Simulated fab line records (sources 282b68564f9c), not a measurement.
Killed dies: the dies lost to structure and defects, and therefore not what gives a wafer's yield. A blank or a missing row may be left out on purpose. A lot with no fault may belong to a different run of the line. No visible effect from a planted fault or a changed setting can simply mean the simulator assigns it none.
The same fault as seen by 2 desks || flow rit cmos || only its own numbers are on each desk; what lay behind them is given at the end

## AT THE METROLOGY DESK
Means of the sampled wafers that have a number, per lot and without regard to the tool the lot ran on: this is what the gauges read. Marked OUT: a lot whose mean sits more than 4 standard deviations from the usual mean, which makes it out of limits; the brackets give that distance.
Columns: A = GATE_OXIDE_THK at RIT_GATE_THK_MEAS_07, usual 3.06 nm
{"lot": "L135", "first seen here": "day 2 11:14", "A": 3.02}
{"lot": "L136", "first seen here": "day 2 18:04", "A": 2.96}
{"lot": "L137", "first seen here": "day 2 21:12", "A": 3.08}
{"lot": "L138", "first seen here": "day 3 01:39", "A": 3.12}
{"lot": "L139", "first seen here": "day 3 07:08", "A": 3.15}
{"lot": "L140", "first seen here": "day 3 12:28", "A": 3.13}
{"lot": "L142", "first seen here": "day 4 00:59", "A": "2.59 (-5.9) OUT"}
{"lot": "L144", "first seen here": "day 4 11:35", "A": "2.45 (-7.8) OUT"}
{"lot": "L149", "first seen here": "day 5 14:36", "A": 3.01}
{"lot": "L150", "first seen here": "day 5 14:49", "A": 3.11}
{"lot": "L151", "first seen here": "day 5 19:22", "A": 3.14}
{"lot": "L152", "first seen here": "day 6 05:12", "A": 2.98}
{"lot": "L156", "first seen here": "day 7 07:09", "A": 2.93}
{"lot": "L158", "first seen here": "day 7 07:09", "A": 3.10}
This desk reports L142, L144 out of limits; the earliest was L142 at day 4 00:59 (GATE_OXIDE_THK at RIT_GATE_THK_MEAS_07). L135, L136, L137, L138, L139, L140, L149, L150, L151, L152, L156, L158: within limits.

## TOOL OWNER'S DESK, furnace-03
The tool's own readings at RIT_GATE_OXIDATION_05 (target thk 3 nm, ox time 274.8 s): means of the sampled wafers that have a number, for each lot that ran on this tool. Marked OUT: a lot whose mean sits more than 4 standard deviations from the usual mean, which makes it out of limits; the brackets give that distance.
Columns: A = spike tc centre C at RIT_GATE_OXIDATION_05, usual 901.7 C; B = spike tc load C at RIT_GATE_OXIDATION_05, usual 924.5 C; C = spike tc source C at RIT_GATE_OXIDATION_05, usual 920 C; D = zone power load pct at RIT_GATE_OXIDATION_05, usual 27 %
{"lot": "L137", "first seen here": "day 2 19:22", "A": 900.5, "B": 922.5, "C": 915, "D": 30}
{"lot": "L138", "first seen here": "day 3 00:19", "A": 902.0, "B": 921.8, "C": 916, "D": 29}
{"lot": "L139", "first seen here": "day 3 04:49", "A": 900.5, "B": 921.8, "C": 915, "D": 30}
{"lot": "L140", "first seen here": "day 3 10:55", "A": 900.3, "B": 922.3, "C": 916, "D": 30}
{"lot": "L142", "first seen here": "day 3 22:37", "A": "885.9 (-13) OUT", "B": "905.7 (-7.5) OUT", "C": "900 (-5.0) OUT", "D": 29}
{"lot": "L144", "first seen here": "day 4 08:56", "A": "885.9 (-13) OUT", "B": "904.8 (-7.9) OUT", "C": "900 (-5.0) OUT", "D": 29}
This desk's finding: out of limits on L142, L144; first on L142, day 3 22:37 (spike tc centre C at RIT_GATE_OXIDATION_05). L137, L138, L139, L140: within limits.

## BROUGHT TOGETHER
At day 3 22:37, on L142, L144, the tool owner's desk was in a position to raise an alarm.
L142, L144 would have let the metrology desk raise an alarm at day 4 00:59.
RIT_GATE_OXIDATION_05 was run on furnace-03 by each of the lots named.

## WHAT WAS PUT IN BY THE SIMULATOR
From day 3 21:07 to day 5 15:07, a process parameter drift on furnace-03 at RIT_GATE_OXIDATION_05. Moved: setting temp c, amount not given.
Lots struck among those shown: L142, L144.
Time in hours from fault onset to the first out-of-limits reading at each desk: tool owner's desk 2, metrology desk 4.
